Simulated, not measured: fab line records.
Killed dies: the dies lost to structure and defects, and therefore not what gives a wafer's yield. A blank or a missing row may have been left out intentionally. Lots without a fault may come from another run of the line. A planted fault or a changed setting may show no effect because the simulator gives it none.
fab line records :: flow rit-cmos
record
  lots=14
  wafers=42
  last-day=7
route steps=202 shown PRETRO@68
lots that met no fault: taken from a fault-free run of the same line
start-h: hours from the record's opening day to when the first of the lot's shown wafers began :: wait-h: hours elapsed since this lot's preceding step :: " repeats the value in the row above :: L1.1+2: a single row standing in for several wafers :: - either no value or no given start :: * or withheld: withheld :: < > ~ a bound
route shown NAME@n: NAME is a module with steps in the file, n the number in the route of the first one :: usual: average and standard deviation across the fault-free wafers :: same: alike in all rows :: chamber/n: place in a boat :: sites: readings site by site :: _std_site: their standard deviation :: _edge_site: the outer-site mean with the inner-site mean subtracted :: radius-mm: for every site, how far away it sits from the centre of the wafer :: mask NAME#n: copy n :: behind: the most recent tool/chamber to have shaped the wafer :: hold: cause of the lot's hold/its duration in hours/its outcome :: device: which transistor (n, p or np) failed to switch :: end of line: tests of these same wafers at the route's end :: a step given without rows: its recipe and nothing more :: killed: at the first sort, the dies lost to defects and structure; wafer yield is something else :: map: a wafer's dies, marking killed ones x, the rest . and places with no die _
set.NAME: the setting as run; set.NAME@STEP: as run at that earlier step :: model.NAME: the simulator's own value behind a step, which no gauge read
steps of the route over a sample of lots; a table a step, a row a wafer
## steps
# step RIT_PRETRO_PEB_04
# recipe
  resist=NOVOLAK
  temp-c=withheld
  time-s=withheld
# usual
  chill-plate-temp-C=*
  exhaust-pa=45.2/0.91
  resist-line-temp-C=*
lot.wafer: L163.2
tool: litho-track-04
chamber: 0
start-h: 32.45
wait-h: 0.1
chill-plate-temp-C: *
exhaust-pa: 44.2
resist-line-temp-C: *

lot.wafer: L163.3
tool: litho-track-04
chamber: 0
start-h: 32.45
wait-h: 0.1
chill-plate-temp-C: *
exhaust-pa: 45.1
resist-line-temp-C: *

lot.wafer: L163.4
tool: litho-track-04
chamber: 0
start-h: 32.45
wait-h: 0.1
chill-plate-temp-C: *
exhaust-pa: 45.6
resist-line-temp-C: *

lot.wafer: L164.1
tool: litho-track-03
chamber: 0
start-h: 35.40
wait-h: 0.1
chill-plate-temp-C: *
exhaust-pa: 46.0
resist-line-temp-C: *

lot.wafer: L164.2
tool: litho-track-03
chamber: 0
start-h: 35.40
wait-h: 0.1
chill-plate-temp-C: *
exhaust-pa: 44.1
resist-line-temp-C: *

lot.wafer: L164.5
tool: litho-track-03
chamber: 0
start-h: 35.40
wait-h: 0.1
chill-plate-temp-C: *
exhaust-pa: 43.8
resist-line-temp-C: *

lot.wafer: L165.1
tool: litho-track-02
chamber: 0
start-h: 40.51
wait-h: 0.1
chill-plate-temp-C: *
exhaust-pa: 45.8
resist-line-temp-C: *

lot.wafer: L165.2
tool: litho-track-02
chamber: 0
start-h: 40.51
wait-h: 0.1
chill-plate-temp-C: *
exhaust-pa: 46.0
resist-line-temp-C: *

lot.wafer: L165.5
tool: litho-track-02
chamber: 0
start-h: 40.51
wait-h: 0.1
chill-plate-temp-C: *
exhaust-pa: 46.0
resist-line-temp-C: *

lot.wafer: L166.1
tool: litho-track-04
chamber: 0
start-h: 46.14
wait-h: 0.1
chill-plate-temp-C: *
exhaust-pa: 45.4
resist-line-temp-C: *

lot.wafer: L166.3
tool: litho-track-04
chamber: 0
start-h: 46.14
wait-h: 0.1
chill-plate-temp-C: *
exhaust-pa: 44.6
resist-line-temp-C: *

lot.wafer: L166.4
tool: litho-track-04
chamber: 0
start-h: 46.14
wait-h: 0.1
chill-plate-temp-C: *
exhaust-pa: 45.9
resist-line-temp-C: *

lot.wafer: L168.2
tool: litho-track-03
chamber: 0
start-h: 57.56
wait-h: 0.1
chill-plate-temp-C: *
exhaust-pa: 45.3
resist-line-temp-C: *

lot.wafer: L168.5
tool: litho-track-03
chamber: 0
start-h: 57.56
wait-h: 0.1
chill-plate-temp-C: *
exhaust-pa: 44.4
resist-line-temp-C: *

lot.wafer: L168.6
tool: litho-track-03
chamber: 0
start-h: 57.56
wait-h: 0.1
chill-plate-temp-C: *
exhaust-pa: 45.5
resist-line-temp-C: *

lot.wafer: L169.1
tool: litho-track-02
chamber: 0
start-h: 61.36
wait-h: 0.1
chill-plate-temp-C: *
exhaust-pa: 45.0
resist-line-temp-C: *

lot.wafer: L169.3
tool: litho-track-02
chamber: 0
start-h: 61.36
wait-h: 0.1
chill-plate-temp-C: *
exhaust-pa: 43.8
resist-line-temp-C: *

lot.wafer: L169.4
tool: litho-track-02
chamber: 0
start-h: 61.36
wait-h: 0.1
chill-plate-temp-C: *
exhaust-pa: 44.4
resist-line-temp-C: *

lot.wafer: L178.2
tool: litho-track-03
chamber: -
start-h: 109.65
wait-h: 0.1
chill-plate-temp-C: -
exhaust-pa: -
resist-line-temp-C: -

lot.wafer: L178.3
tool: litho-track-03
chamber: -
start-h: 109.65
wait-h: 0.1
chill-plate-temp-C: -
exhaust-pa: -
resist-line-temp-C: -

lot.wafer: L178.6
tool: litho-track-03
chamber: -
start-h: 109.65
wait-h: 0.1
chill-plate-temp-C: -
exhaust-pa: -
resist-line-temp-C: -

lot.wafer: L179.1
tool: litho-track-03
chamber: -
start-h: 112.28
wait-h: 0.1
chill-plate-temp-C: -
exhaust-pa: -
resist-line-temp-C: -

lot.wafer: L179.3
tool: litho-track-03
chamber: -
start-h: 112.28
wait-h: 0.1
chill-plate-temp-C: -
exhaust-pa: -
resist-line-temp-C: -

lot.wafer: L179.6
tool: litho-track-03
chamber: -
start-h: 112.28
wait-h: 0.1
chill-plate-temp-C: -
exhaust-pa: -
resist-line-temp-C: -

lot.wafer: L180.1
tool: litho-track-02
chamber: 0
start-h: 116.64
wait-h: 0.1
chill-plate-temp-C: *
exhaust-pa: 45.8
resist-line-temp-C: *

lot.wafer: L180.2
tool: litho-track-02
chamber: 0
start-h: 116.64
wait-h: 0.1
chill-plate-temp-C: *
exhaust-pa: 45.4
resist-line-temp-C: *

lot.wafer: L180.6
tool: litho-track-02
chamber: 0
start-h: 116.64
wait-h: 0.1
chill-plate-temp-C: *
exhaust-pa: 47.2
resist-line-temp-C: *

lot.wafer: L181.2
tool: litho-track-04
chamber: 0
start-h: 125.63
wait-h: 0.1
chill-plate-temp-C: *
exhaust-pa: 44.3
resist-line-temp-C: *

lot.wafer: L181.3
tool: litho-track-04
chamber: 0
start-h: 125.63
wait-h: 0.1
chill-plate-temp-C: *
exhaust-pa: 45.3
resist-line-temp-C: *

lot.wafer: L181.5
tool: litho-track-04
chamber: 0
start-h: 125.63
wait-h: 0.1
chill-plate-temp-C: *
exhaust-pa: 43.7
resist-line-temp-C: *

lot.wafer: L183.4
tool: litho-track-02
chamber: 0
start-h: 131.32
wait-h: 0.1
chill-plate-temp-C: *
exhaust-pa: 44.1
resist-line-temp-C: *

lot.wafer: L183.5
tool: litho-track-02
chamber: 0
start-h: 131.32
wait-h: 0.1
chill-plate-temp-C: *
exhaust-pa: 42.9
resist-line-temp-C: *

lot.wafer: L183.6
tool: litho-track-02
chamber: 0
start-h: 131.32
wait-h: 0.1
chill-plate-temp-C: *
exhaust-pa: 45.2
resist-line-temp-C: *

lot.wafer: L184.1
tool: litho-track-04
chamber: 0
start-h: 136.41
wait-h: 0.1
chill-plate-temp-C: *
exhaust-pa: 44.4
resist-line-temp-C: *

lot.wafer: L184.5
tool: litho-track-04
chamber: 0
start-h: 136.41
wait-h: 0.1
chill-plate-temp-C: *
exhaust-pa: 44.3
resist-line-temp-C: *

lot.wafer: L184.6
tool: litho-track-04
chamber: 0
start-h: 136.41
wait-h: 0.1
chill-plate-temp-C: *
exhaust-pa: 43.5
resist-line-temp-C: *

lot.wafer: L185.2
tool: litho-track-02
chamber: 0
start-h: 141.41
wait-h: 0.1
chill-plate-temp-C: *
exhaust-pa: 45.0
resist-line-temp-C: *

lot.wafer: L185.5
tool: litho-track-02
chamber: 0
start-h: 141.41
wait-h: 0.1
chill-plate-temp-C: *
exhaust-pa: 43.7
resist-line-temp-C: *

lot.wafer: L185.6
tool: litho-track-02
chamber: 0
start-h: 141.41
wait-h: 0.1
chill-plate-temp-C: *
exhaust-pa: 46.2
resist-line-temp-C: *

lot.wafer: L186.1
tool: litho-track-02
chamber: 0
start-h: 145.64
wait-h: 0.1
chill-plate-temp-C: *
exhaust-pa: 46.5
resist-line-temp-C: *

lot.wafer: L186.2
tool: litho-track-02
chamber: 0
start-h: 145.64
wait-h: 0.1
chill-plate-temp-C: *
exhaust-pa: 45.9
resist-line-temp-C: *

lot.wafer: L186.3
tool: litho-track-02
chamber: 0
start-h: 145.64
wait-h: 0.1
chill-plate-temp-C: *
exhaust-pa: 45.3
resist-line-temp-C: *
## key
first-sign
  step=RIT_PRETRO_PEB_04
  reading=tool-record
  direction=missing
effect none on later readings
met-at RIT_PRETRO_PEB_04
struck-lots L178,L179
sort-left-out L178.2,L178.3,L178.6,L179.1,L179.3,L179.6
tester-left-out L178,L179
onset-between 57.56 109.65
fault
  kind=skipped-step-whole
  tool=litho-track-03
  chamber=-
  onset-h=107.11
  steps=RIT_PRETRO_PEB_04
  scope=struck-lots-only
# tester-left-out: of these lots the tester's yield and bins aren't shown, on N5 and GAA mostly nor the transistor test; their killed dies are dies lost to structure and defects alone, not to doping, threshold or leakage, so they don't give the yield
# sort-left-out: the simulated sort isn't trusted on such a fault, so these wafers' sort isn't shown, and their yield isn't known
